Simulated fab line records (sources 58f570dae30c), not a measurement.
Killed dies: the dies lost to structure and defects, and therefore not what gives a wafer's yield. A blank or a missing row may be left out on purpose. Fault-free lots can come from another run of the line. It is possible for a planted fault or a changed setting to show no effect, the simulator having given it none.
One fault seen from 2 desks ; flow berkeley_cmos170 ; numbers are kept per desk, each desk with only its own; the story behind them comes last

## FOR THE TOOL OWNER'S DESK: rtp_anneal-02
Per lot that ran on this tool, the mean of the sampled wafers carrying a number, from the tool's own readings at UCB170_SILICIDE_RTA_04 (time 15 s). The brackets show how far a lot's mean lies from the usual mean; more than 4 standard deviations puts the lot out of limits, marked OUT.
Columns: A = lamp_power_pct at UCB170_SILICIDE_RTA_04, usual 11.30 %; B = wafer_temp_C_max at UCB170_SILICIDE_RTA_04, usual 651.8
lot;first seen here;A;B
L737;day 9 23:28;11.37;652.0
L740;day 10 23:50;11.35;651.8
L743;day 11 18:03;11.36;651.6
Result from this desk: across the 3 lots, nothing is out of limits.

## THE METROLOGY DESK
Lot by lot, what the gauges showed, no matter which tool ran the lot: averages of those sampled wafers that carry a number. The brackets show how far a lot's mean lies from the usual mean; more than 4 standard deviations puts the lot out of limits, marked OUT. Shown here are 7 of its 12 readings, the ones lying furthest out on some lot.
Columns: A = PSD_RS at UCB170_SDANNEAL_RS_MEAS_02, usual 75.5 ohm/sq; B = PLDD_RS at UCB170_SDANNEAL_RS_MEAS_04, usual 1032.3 ohm/sq; C = NLDD_RS at UCB170_SDANNEAL_RS_MEAS_05, usual 617.0 ohm/sq; D = CONTACT_PSG_THK at UCB170_CONTACT_THK_MEAS_02, usual 702 nm; E = cd_nm at UCB170_CONTACT_CD_MEAS_15, usual 699.6 nm; F = cd_nm at UCB170_CONTACT_CD_MEAS_90, usual 699.7 nm; G = M1_AL_RS at UCB170_M1_RS_MEAS_01, usual 0.0487 ohm/sq
lot;first seen here;A;B;C;D;E;F;G
L729;day 8 14:13;75.5;1031.7;617.8;703;697.7;698.3;0.0483
L737;day 9 22:43;75.2;1033.6;618.4;706;697.7;698.3;0.0486
L739;day 10 10:40;76.1;1035.1;616.8;711;700.6;701.0;0.0493
L740;day 10 23:05;75.8;1029.7;616.0;707;698.7;699.0;0.0485
L743;day 11 17:18;75.5;1032.9;617.7;695;699.8;700.0;0.0492
L744;day 11 17:28;75.3;1030.4;616.5;692;700.8;701.5;0.0491
Result from this desk: across the 6 lots, nothing is out of limits.

## PUT TOGETHER
Nothing out of limits was seen by the tool owner's desk.
From the metrology desk's view, nothing was out of limits.

## WHAT WAS PUT IN BY THE SIMULATOR
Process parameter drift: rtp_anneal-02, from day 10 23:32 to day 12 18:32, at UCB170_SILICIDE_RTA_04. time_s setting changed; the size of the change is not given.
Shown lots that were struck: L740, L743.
